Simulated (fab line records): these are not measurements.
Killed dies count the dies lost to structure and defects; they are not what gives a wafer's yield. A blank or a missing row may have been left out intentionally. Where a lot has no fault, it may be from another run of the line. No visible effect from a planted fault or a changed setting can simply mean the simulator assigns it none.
fab line records	flow rit-cmos
[record] lots = 15	wafers = 45	last-day = 7
route steps=202 shown M1@196
lots untouched by any fault: they come from a run of this same line in which no faults occurred
start-h: the number of hours between the record's first day and the start of the first shown wafer of the lot	wait-h: how many hours have passed since the lot's step before this one	" repeats the value in the row above	L1.1+2: a single row standing in for several wafers	- no value, or no start was given	* or withheld: withheld	< > ~ a bound
route shown NAME@n: names a module that has steps shown in the file, with the first one's number in the route	usual: mean and standard deviation over wafers with no fault	same: alike in all rows	chamber/n: place in a boat	sites: readings site by site	_std_site: how widely they spread, as a standard deviation	_edge_site: outer sites' mean less inner sites'	radius-mm: how far each site lies from the wafer's centre	mask NAME#n: copy n	behind: the last tool/chamber to shape the wafer	hold: the reason the lot was held/the length of the hold in hours/how it ended	device: which transistor (n, p or np) failed to switch	end of line: at the end of the route, the tests of the same wafers	where a step has no rows: the recipe by itself	killed: at the first sort, the dies lost to defects and structure; wafer yield is something else	map: the dies of a wafer, with x for killed, . for not killed, _ for no die there
set.NAME: the setting the step ran with; set.NAME@STEP: the setting that earlier step ran with	model.NAME: the simulator's own value behind a step, which no gauge read
a sample of lots followed through the steps of the route, with each step as a table and each wafer as a row
services: from which hour (start-h, from the record's first day; less than 0 if before it) a tool's chamber was out of use, for how many hours, and why
[[steps]]
[step RIT_M1_METAL_ETCH_12]
[recipe] stop-on = SiO2	chemistry = Cl2/BCl3	target = Al	time-s = 165	over-etch-frac = 0.5	pressure-mtorr = 100	target-depth-a = 6000	rf-w = 250	Cl2_flow_sccm = 60	bcl3-flow-sccm = 50
[usual] drypump-motor-current-A = 6.1/0.36	oes-product-au = 0.774/0.015	rf-fwd-power-W = 249.1/0.75	throttle-valve-pct = 8.24/0.079
lot.wafer	tool	chamber	start-h	wait-h	drypump-motor-current-A	oes-product-au	rf-fwd-power-W	rf-hours-counter-h	throttle-valve-pct
L908.1	rie-metal-04	1	57.92	0.2	5.8	0.783	249.7	2	8.23
L908.2	"	0	"	"	6.4	0.771	250.5	3	8.14
L908.4	"	1	"	"	5.8	0.787	249.8	-	8.20
L909.1	rie-metal-03	1	66.78	0.2	6.4	0.759	249.4	35	8.21
L909.2	"	0	"	"	6.3	0.776	247.9	35	8.35
L909.6	"	0	"	"	6.3	0.777	248.5	-	8.38
L910.2	rie-metal-04	0	70.90	0.2	6.4	0.750	249.1	3	8.14
L910.4	"	1	"	"	5.8	0.777	249.7	-	8.22
L910.6	"	0	"	"	6.5	0.748	250.6	-	8.14
L911.1	rie-metal-03	0	76.44	0.2	6.2	0.789	248.9	35	8.36
L911.4	"	1	"	"	6.4	0.770	247.3	-	8.20
L911.6	"	0	"	"	6.3	0.788	249.2	-	8.37
L913.1	rie-metal-03	1	84.29	0.2	6.4	0.774	248.5	35	8.20
L913.3	"	1	"	"	6.4	0.765	248.4	-	8.23
L913.5	"	0	"	"	6.3	0.773	249.3	-	8.35
L914.1	rie-metal-04	1	90.79	0.2	5.8	0.780	248.7	3	8.22
L914.3	"	0	"	"	6.5	0.743	248.3	-	8.14
L914.6	"	1	"	"	5.8	0.770	248.3	-	8.21
L916.2	rie-metal-01	0	103.99	0.2	5.8	0.797	247.2	1	8.33
L916.5	"	0	"	"	5.7	0.785	250.1	-	8.33
L916.6	"	1	"	"	5.4	0.797	250.3	-	8.24
L918.2	rie-metal-03	1	111.14	0.2	6.4	0.769	247.9	35	8.22
L918.4	"	0	"	"	6.3	0.796	248.7	-	8.36
L918.5	"	1	"	"	6.4	0.767	248.8	-	8.21
L919.2	rie-metal-01	0	117.33	0.2	5.8	0.793	248.5	1	8.34
L919.3	"	1	"	"	5.4	0.785	249.0	-	8.24
L919.6	"	1	"	"	5.4	0.782	248.4	-	8.23
L920.1	rie-metal-04	0	120.13	0.2	6.4	0.762	249.8	4	8.11
L920.3	"	1	"	"	5.8	0.779	249.9	-	8.23
L920.4	"	0	"	"	6.4	0.751	248.9	-	8.13
L925.4	rie-metal-04	1	144.65	0.1	5.8	0.786	248.8	-	8.21
L925.5	"	1	"	"	5.8	0.774	248.6	-	8.22
L925.6	"	0	"	"	6.4	0.759	220.2	-	8.14
L927.1	rie-metal-04	0	155.30	0.2	6.4	0.752	219.2	4	8.15
L927.2	"	1	"	"	5.8	0.773	248.5	3	8.23
L927.4	"	1	"	"	5.8	0.773	248.0	-	8.22
L928.1	rie-metal-03	1	161.23	0.2	6.4	0.769	250.1	0	8.20
L928.3	"	1	"	"	6.4	0.770	249.9	-	8.22
L928.6	"	0	"	"	6.3	0.759	248.7	-	8.36
L930.1	rie-metal-04	0	170.19	0.2	6.4	0.757	219.5	4	8.14
L930.3	"	0	"	"	6.4	0.755	220.2	-	8.14
L930.4	"	1	"	"	5.9	0.781	249.0	-	8.21
L931.1	rie-metal-03	0	174.61	0.2	6.3	0.755	248.3	0	8.35
L931.4	"	0	"	"	6.3	0.755	248.2	-	8.37
L931.5	"	0	"	"	6.3	0.757	248.2	-	8.36
[step RIT_M1_PROBE_99]
[usual] defect-limited-yield = 97.4/1	killed_at_M0_to_M3 = 0.0/0.12	killed-at-contacts = 0.1/0.25	killed-at-front-end = 6.8/2.7	killed-dies = 6.8/2.7	killed-on-rim = 1.7/1.2	killed-open = 3.4/1.8	killed-short = 3.5/1.7	sort_bin_3_pad_short = 0.1/0.23	sort_bin_5_function = 1.5/0.67	sort_bin_6_memory = 1.0/0.67	sort-n-pass = 257.2/2.7	sort-yield-pct = 97.4/1
[same] gross-dies = 264	killed_at_M4_up = 0	killed-at-back-side = 0	killed-at-other = 0
lot.wafer	tool	chamber	start-h	wait-h	defect-limited-yield[%]	killed_at_M0_to_M3	killed-at-contacts	killed-at-front-end	killed-dies	killed-on-rim	killed-open	killed-short	sort_bin_3_pad_short[%]	sort_bin_5_function[%]	sort_bin_6_memory[%]	sort-n-pass	sort-yield-pct[%]
L908.1	prober-01	-	60.19	0.1	98.5	0	0	4	4	0	2	2	0.4	0.8	0.4	260.0	98.5
L908.2	prober-01	-	60.24	0.1	98.5	0	0	4	4	0	4	0	0	1.1	0.4	260.0	98.5
L908.4	prober-01	-	60.34	0.2	98.1	0	0	5	5	2	2	3	0	1.1	0.8	259.0	98.1
L909.1	prober-02	-	69.03	0.1	96.6	0	1	8	9	0	5	4	0	1.9	1.5	255.0	96.6
L909.2	prober-02	-	69.08	0.1	97.3	0	1	6	7	0	2	5	0.8	1.5	0.4	257.0	97.3
L909.6	prober-02	-	69.28	0.2	96.6	0	0	9	9	2	6	3	0.8	1.1	1.5	255.0	96.6
L910.2	prober-01	-	73.20	0.1	95.8	0	0	11	11	3	7	4	0	3.0	1.1	253.0	95.8
L910.4	prober-01	-	73.30	0.2	97.3	0	1	6	7	1	4	3	0.8	1.1	0.8	257.0	97.3
L910.6	prober-01	-	73.40	0.2	98.1	0	0	5	5	0	3	2	0	1.5	0.4	259.0	98.1
L911.1	prober-02	-	78.70	0.1	96.6	0	0	9	9	2	5	4	0.4	1.9	1.1	255.0	96.6
L911.4	prober-02	-	78.85	0.2	97.3	0	0	7	7	1	4	3	0	1.5	1.1	257.0	97.3
L911.6	prober-02	-	78.95	0.2	98.1	0	0	5	5	3	0	5	0	0.8	1.1	259.0	98.1
L913.1	prober-02	-	86.54	0.1	97.3	0	0	7	7	2	3	4	0.4	1.5	0.8	257.0	97.3
L913.3	prober-02	-	86.64	0.2	95.8	0	0	11	11	3	6	5	0	1.5	2.7	253.0	95.8
L913.5	prober-02	-	86.74	0.2	93.9	0	0	16	16	4	8	8	0.4	1.9	3.8	248.0	93.9
L914.1	prober-01	-	93.04	0.1	98.5	0	0	4	4	0	4	0	0	1.5	0	260.0	98.5
L914.3	prober-01	-	93.14	0.2	96.2	0	0	10	10	1	4	6	0.8	1.5	1.5	254.0	96.2
L914.6	prober-01	-	93.29	0.2	98.9	0	0	3	3	0	1	2	0	0.8	0.4	261.0	98.9
L916.2	prober-01	-	127.65	0.4	98.5	0	0	4	4	1	2	2	0	1.1	0.4	260.0	98.5
L916.5	prober-01	-	127.80	0.5	97.7	0	0	6	6	2	2	4	0	0.8	1.5	258.0	97.7
L916.6	prober-01	-	127.85	0.6	97.3	0	0	7	7	1	4	3	0	1.1	1.5	257.0	97.3
L919.2	prober-01	-	127.95	0.7	96.6	0	1	8	9	3	7	2	0	1.9	1.5	255.0	96.6
L919.3	prober-01	-	128.00	0.8	99.6	0	0	1	1	0	1	0	0	0.4	0	263.0	99.6
L919.6	prober-01	-	128.15	0.8	98.1	0	0	5	5	1	4	1	0	1.1	0.8	259.0	98.1
L918.2	prober-01	-	128.55	1.2	98.9	0	0	3	3	0	0	3	0	0.8	0.4	261.0	98.9
L918.4	prober-01	-	128.65	1.3	98.1	0	0	5	5	1	5	0	0	1.1	0.8	259.0	98.1
L918.5	prober-01	-	128.70	1.3	99.2	0	0	2	2	2	0	2	0	0.4	0.4	262.0	99.2
L920.1	prober-01	-	129.10	1.7	97.0	0	0	8	8	1	4	4	0.4	1.9	0.8	256.0	97.0
L920.3	prober-01	-	129.20	1.7	95.8	0	0	11	11	2	7	4	0.4	1.5	2.3	253.0	95.8
L920.4	prober-01	-	129.25	1.8	97.3	0	0	7	7	2	3	4	0.4	1.5	0.8	257.0	97.3
L925.4	prober-01	-	147.00	0.2	97.7	0	0	6	6	1	3	3	0	1.1	1.1	258.0	97.7
L925.5	prober-01	-	147.05	0.2	98.9	0	0	3	3	1	0	3	0	0.8	0.4	261.0	98.9
L925.6	prober-01	-	147.10	0.2	98.1	0	0	5	5	2	3	2	0	1.1	0.8	259.0	98.1
L927.1	prober-02	-	157.59	0.1	96.6	0	1	8	9	0	5	4	0	2.7	0.8	255.0	96.6
L927.2	prober-02	-	157.64	0.1	97.0	0	0	8	8	4	4	4	0	1.5	1.5	256.0	97.0
L927.4	prober-02	-	157.74	0.2	96.2	0	0	10	10	1	5	5	0	2.3	1.5	254.0	96.2
L928.1	prober-01	-	163.48	0.1	98.5	0	0	4	4	0	1	3	0	1.5	0	260.0	98.5
L928.3	prober-01	-	163.58	0.2	95.8	0	0	11	11	2	5	6	0.4	2.7	1.1	253.0	95.8
L928.6	prober-01	-	163.73	0.2	95.1	0	0	13	13	3	6	7	0	2.3	2.7	251.0	95.1
L930.1	prober-01	-	172.46	0.1	97.0	0	0	8	8	2	5	3	0	2.3	0.8	256.0	97.0
L930.3	prober-01	-	172.56	0.2	95.8	0	0	11	11	4	6	5	0.4	0.8	3.0	253.0	95.8
L930.4	prober-01	-	172.61	0.2	98.5	0	0	4	4	0	1	3	0	1.1	0.4	260.0	98.5
L931.1	prober-02	-	176.88	0.1	98.1	1	0	4	5	2	2	3	0	1.1	0.8	259.0	98.1
L931.4	prober-02	-	177.03	0.2	95.8	0	0	11	11	1	7	4	0.4	1.5	2.3	253.0	95.8
L931.5	prober-02	-	177.08	0.2	97.3	0	0	7	7	3	3	4	0	1.5	1.1	257.0	97.3
// killed by level:class
L908.1 GATE:geometric-particle:open=1 GATE:geometric-particle:short=1 SPACER:geometric-particle:open=1 SILICIDE:geometric-particle:short=1
L908.2 SPACER:geometric-particle:open=2 GATE:geometric-particle:open=1 SILICIDE:geometric-particle:open=1
L908.4 FOX2:geometric-particle:short=2 SPACER:geometric-particle:open=2 FOX1:geometric-particle:short=1
L909.1 GATE:geometric-particle:open=2 SILICIDE:geometric-particle:open=2 FOX1:geometric-particle:short=1 GATE:geometric-particle:short=1 REOX:geometric-particle:short=1 SPACER:geometric-particle:open=1 CONTACT:geometric-particle:short=1
L909.2 GATE:geometric-particle:short=3 FOX1:geometric-particle:open=1 FOX1:geometric-particle:short=1 GATE:geometric-particle:open=1 CONTACT:geometric-particle:short=1
L909.6 FOX1:geometric-particle:open=3 SPACER:geometric-particle:open=2 REOX:geometric-particle:short=1 REOX:geometric-particle:open=1 SPACER:geometric-particle:short=1 SILICIDE:geometric-particle:short=1
L910.2 GATE:geometric-particle:open=6 FOX1:geometric-particle:short=2 GATE:geometric-particle:short=1 SPACER:geometric-particle:short=1 SILICIDE:geometric-particle:open=1
L910.4 GATE:geometric-particle:short=3 FOX1:geometric-particle:open=2 GATE:geometric-particle:open=1 CONTACT:geometric-particle:open=1
L910.6 GATE:geometric-particle:open=2 FOX2:geometric-particle:short=1 REOX:geometric-particle:open=1 SILICIDE:geometric-particle:short=1
L911.1 GATE:geometric-particle:open=2 SILICIDE:geometric-particle:open=2 FOX1:geometric-particle:open=1 GATE:geometric-particle:short=1 REOX:geometric-particle:short=1 SPACER:geometric-particle:short=1 SILICIDE:geometric-particle:short=1
L911.4 FOX1:geometric-particle:short=2 REOX:geometric-particle:open=2 FOX1:geometric-particle:open=1 REOX:geometric-particle:short=1 SPACER:geometric-particle:open=1
L911.6 GATE:geometric-particle:short=2 FOX1:geometric-particle:short=1 REOX:geometric-particle:short=1 SILICIDE:geometric-particle:short=1
L913.1 GATE:geometric-particle:open=2 GATE:geometric-particle:short=2 SILICIDE:geometric-particle:short=2 REOX:geometric-particle:open=1
L913.3 GATE:geometric-particle:short=3 GATE:geometric-particle:open=2 FOX1:geometric-particle:open=1 FOX2:geometric-particle:open=1 REOX:geometric-particle:short=1 REOX:geometric-particle:open=1 SPACER:geometric-particle:open=1 SILICIDE:geometric-particle:short=1
L913.5 GATE:geometric-particle:open=6 GATE:geometric-particle:short=4 SILICIDE:geometric-particle:short=2 FOX2:geometric-particle:short=1 REOX:geometric-particle:open=1 REOX:geometric-particle:short=1 SILICIDE:geometric-particle:open=1
L914.1 FOX1:geometric-particle:open=3 SPACER:geometric-particle:open=1
L914.3 GATE:geometric-particle:short=2 REOX:geometric-particle:open=2 SILICIDE:geometric-particle:short=2 FOX1:geometric-particle:short=1 GATE:geometric-particle:open=1 SPACER:geometric-particle:open=1 SPACER:geometric-particle:short=1
L914.6 FOX2:geometric-particle:short=2 FOX2:geometric-particle:open=1
L916.2 GATE:geometric-particle:open=1 REOX:geometric-particle:short=1 SILICIDE:geometric-particle:short=1 SILICIDE:geometric-particle:open=1
L916.5 FOX2:geometric-particle:short=2 GATE:geometric-particle:short=1 REOX:geometric-particle:open=1 SPACER:geometric-particle:short=1 SILICIDE:geometric-particle:open=1
L916.6 FOX2:geometric-particle:open=2 FOX2:geometric-particle:short=1 GATE:geometric-particle:short=1 GATE:geometric-particle:open=1 REOX:geometric-particle:open=1 SPACER:geometric-particle:short=1
L919.2 GATE:geometric-particle:open=3 SPACER:geometric-particle:open=3 GATE:geometric-particle:short=2 CONTACT:geometric-particle:open=1
L919.3 SPACER:geometric-particle:open=1
L919.6 SILICIDE:geometric-particle:open=2 FOX1:geometric-particle:short=1 FOX1:geometric-particle:open=1 GATE:geometric-particle:open=1
L918.2 GATE:geometric-particle:short=2 SILICIDE:geometric-particle:short=1
L918.4 FOX2:geometric-particle:open=2 SPACER:geometric-particle:open=2 GATE:geometric-particle:open=1
L918.5 GATE:geometric-particle:short=1 SILICIDE:geometric-particle:short=1
L920.1 GATE:geometric-particle:short=3 FOX2:geometric-particle:open=1 REOX:geometric-particle:short=1 REOX:geometric-particle:open=1 SPACER:geometric-particle:open=1 SILICIDE:geometric-particle:open=1
L920.3 GATE:geometric-particle:open=3 SPACER:geometric-particle:short=3 REOX:geometric-particle:open=2 SPACER:geometric-particle:open=2 REOX:geometric-particle:short=1
L920.4 FOX1:geometric-particle:short=2 FOX1:geometric-particle:open=1 SILICIDE:geometric-particle:short=1 GATE:geometric-particle:open=1 REOX:geometric-particle:open=1 SPACER:geometric-particle:short=1
L925.4 FOX1:geometric-particle:open=1 FOX1:geometric-particle:short=1 GATE:geometric-particle:short=1 GATE:geometric-particle:open=1 REOX:geometric-particle:short=1 SILICIDE:geometric-particle:open=1
L925.5 GATE:geometric-particle:short=1 REOX:geometric-particle:short=1 SILICIDE:geometric-particle:short=1
L925.6 FOX1:geometric-particle:short=2 SILICIDE:geometric-particle:open=2 SPACER:geometric-particle:open=1
L927.1 GATE:geometric-particle:open=3 FOX1:geometric-particle:open=1 FOX2:geometric-particle:open=1 GATE:geometric-particle:short=1 REOX:geometric-particle:short=1 SPACER:geometric-particle:short=1 CONTACT:geometric-particle:short=1
L927.2 SILICIDE:geometric-particle:short=3 SPACER:geometric-particle:open=2 GATE:geometric-particle:open=1 GATE:geometric-particle:short=1 REOX:geometric-particle:open=1
L927.4 GATE:geometric-particle:short=2 SPACER:geometric-particle:open=2 SPACER:geometric-particle:short=2 FOX2:geometric-particle:open=1 GATE:geometric-particle:open=1 REOX:geometric-particle:open=1 SILICIDE:geometric-particle:short=1
L928.1 GATE:geometric-particle:short=2 FOX2:geometric-particle:open=1 SILICIDE:geometric-particle:short=1
L928.3 GATE:geometric-particle:short=4 REOX:geometric-particle:open=2 FOX1:geometric-particle:short=1 GATE:geometric-particle:open=1 SPACER:geometric-particle:open=1 SILICIDE:geometric-particle:short=1 SILICIDE:geometric-particle:open=1
L928.6 GATE:geometric-particle:short=4 REOX:geometric-particle:open=3 GATE:geometric-particle:open=2 REOX:geometric-particle:short=2 SILICIDE:geometric-particle:short=1 SILICIDE:geometric-particle:open=1
L930.1 GATE:geometric-particle:open=3 FOX1:geometric-particle:short=1 FOX2:geometric-particle:open=1 GATE:geometric-particle:short=1 SPACER:geometric-particle:open=1 SILICIDE:geometric-particle:short=1
L930.3 GATE:geometric-particle:open=4 GATE:geometric-particle:short=3 SPACER:geometric-particle:short=2 FOX1:geometric-particle:open=1 SILICIDE:geometric-particle:open=1
L930.4 SPACER:geometric-particle:short=2 SPACER:geometric-particle:open=1 SILICIDE:geometric-particle:short=1
L931.1 FOX1:geometric-particle:open=1 GATE:geometric-particle:open=1 GATE:geometric-particle:short=1 SPACER:geometric-particle:short=1 M1:geometric-particle:short=1
L931.4 GATE:geometric-particle:open=3 SPACER:geometric-particle:open=3 GATE:geometric-particle:short=2 SPACER:geometric-particle:short=2 REOX:geometric-particle:open=1
L931.5 GATE:geometric-particle:short=2 SPACER:geometric-particle:open=2 REOX:geometric-particle:open=1 REOX:geometric-particle:short=1 SPACER:geometric-particle:short=1
[[services]]
tool	chamber	start-h	hours	kind
rie-metal-01	-	44.79	57.3	repair
rie-metal-01	-	48.88	0.3	repair
rie-metal-03	-	124.72	1.1	repair
rie-metal-03	-	136.12	20.0	pm
rie-metal-03	0	136.12	20.0	vent-cycle
rie-metal-03	1	136.12	20.0	vent-cycle
rie-metal-03	0	156.12	-	clean
rie-metal-03	1	156.12	-	clean
[[key]]
[first-sign] step = RIT_M1_METAL_ETCH_12	reading = rf-fwd-power-W	direction = down	sigmas = 39	usual = 249.1	struck = 219.8
effect none on later readings
met-at RIT_M1_METAL_ETCH_12
struck-lots L925,L927,L930
struck-wafers L925.6,L927.1,L930.1,L930.3
onset-between 120.13 144.65
[fault] kind = process-parameter-drift	tool = rie-metal-04	chamber = 0	onset-h = 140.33	steps = RIT_M1_METAL_ETCH_12	channel = rf-w	offset = -30	shape = step	end-h = 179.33	stated = 250
